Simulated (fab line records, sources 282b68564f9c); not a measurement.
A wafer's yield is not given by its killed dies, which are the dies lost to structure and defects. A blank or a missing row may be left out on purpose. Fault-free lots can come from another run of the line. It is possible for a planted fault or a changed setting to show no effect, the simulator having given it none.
Shared-tool check + flow rit_cmos + Lots sampled 14, wafers sampled 42

## REASON FOR OPENING
RIT_CONTACT_THK_MEAS_01, reading CONTACT_TEOS_THK: flagged on 2 of 14 lots. Fault-free wafers read 402 nm, with a standard deviation of 5.1.
Rule: a lot is flagged in two cases, either no wafer of it has a number, or all its wafers with numbers fall more than 4 standard deviations from that mean. As for the other lots, they are considered sound.

| lot  | measured    | on            | CONTACT_TEOS_THK (nm), wafer by wafer | flag    |
|------|-------------|---------------|---------------------------------------|---------|
| L428 | day 3 07:45 | film_metro-04 | 403 395 405                           |         |
| L429 | day 3 15:10 | film_metro-02 | 408 396 406                           |         |
| L430 | day 3 19:37 | film_metro-02 | 396 399 408                           |         |
| L431 | day 4 00:38 | film_metro-01 | 404 407 406                           |         |
| L432 | day 4 07:45 | film_metro-01 | 404 410 405                           |         |
| L433 | day 4 09:58 | film_metro-01 | 400 396 401                           |         |
| L435 | day 4 19:21 | film_metro-02 | 401 404 405                           |         |
| L437 | day 5 04:32 | film_metro-04 | 398 408 405                           |         |
| L438 | day 5 07:22 | film_metro-04 | 401 395 396                           |         |
| L439 | day 5 13:44 | film_metro-04 | 405 408 407                           |         |
| L440 | day 5 16:20 | film_metro-01 | 396 396 401                           |         |
| L445 | day 6 17:31 | film_metro-02 | 405 399 405                           |         |
| L448 | day 7 12:16 | film_metro-02 | 801 807 812                           | FLAGGED |
| L449 | day 7 14:29 | film_metro-04 | 788 806 803                           | FLAGGED |
The numbers of the flagged lots are 803 nm on average: +401 nm against the usual, or +79 standard deviations.

## TOOL THAT RAN EACH LOT
The record holds 1 process step before the reading, out of a route of 202 steps. Every cell lists first the tool, next ch and the chambers used by the sampled wafers, and last the start.
| lot  | flag    | RIT_CONTACT_CVD_00             |
|------|---------|--------------------------------|
| L428 |         | pecvd-04 ch 0,1,2, day 3 07:41 |
| L429 |         | pecvd-02 ch 0,1,2, day 3 15:07 |
| L430 |         | pecvd-03 ch 1,2, day 3 19:34   |
| L431 |         | pecvd-04 ch 0,1,2, day 4 00:35 |
| L432 |         | pecvd-02 ch 0,2, day 4 07:42   |
| L433 |         | pecvd-03 ch 0,2, day 4 09:55   |
| L435 |         | pecvd-02 ch 0,1,2, day 4 19:17 |
| L437 |         | pecvd-04 ch 0,2, day 5 04:29   |
| L438 |         | pecvd-02 ch 0,1, day 5 07:18   |
| L439 |         | pecvd-03 ch 0,2, day 5 13:40   |
| L440 |         | pecvd-04 ch 0,1,2, day 5 16:17 |
| L445 |         | pecvd-03 ch 0,1,2, day 6 17:28 |
| L448 | FLAGGED | pecvd-03 ch 0,2, day 7 11:59   |
| L449 | FLAGGED | pecvd-04 ch 0,1, day 7 14:13   |
What is done by these steps:
- RIT_CONTACT_CVD_00: deposits SiO2 from TEOS, target thk 400 nm, time 61 s.
- RIT_CONTACT_THK_MEAS_01

## FLAGGED OVER TOTAL, TOOL BY TOOL (the gauges that took the reading come last)
| step                    | tool          | lots run | flagged | share of the flagged lots | sound lots run after its first flagged lot |
|-------------------------|---------------|----------|---------|---------------------------|--------------------------------------------|
| RIT_CONTACT_CVD_00      | pecvd-02      | 4        | 0       | none                      | -                                          |
| RIT_CONTACT_CVD_00      | pecvd-03      | 5        | 1       | some                      | 0                                          |
| RIT_CONTACT_CVD_00      | pecvd-04      | 5        | 1       | some                      | 0                                          |
| RIT_CONTACT_THK_MEAS_01 | film_metro-01 | 4        | 0       | none                      | -                                          |
| RIT_CONTACT_THK_MEAS_01 | film_metro-02 | 5        | 1       | some                      | 0                                          |
| RIT_CONTACT_THK_MEAS_01 | film_metro-04 | 5        | 1       | some                      | 0                                          |

## THE TABLE: WHAT IT ALLOWS
No row of the table ran every flagged lot.

## WHAT HAD BEEN PUT IN BY THE SIMULATOR
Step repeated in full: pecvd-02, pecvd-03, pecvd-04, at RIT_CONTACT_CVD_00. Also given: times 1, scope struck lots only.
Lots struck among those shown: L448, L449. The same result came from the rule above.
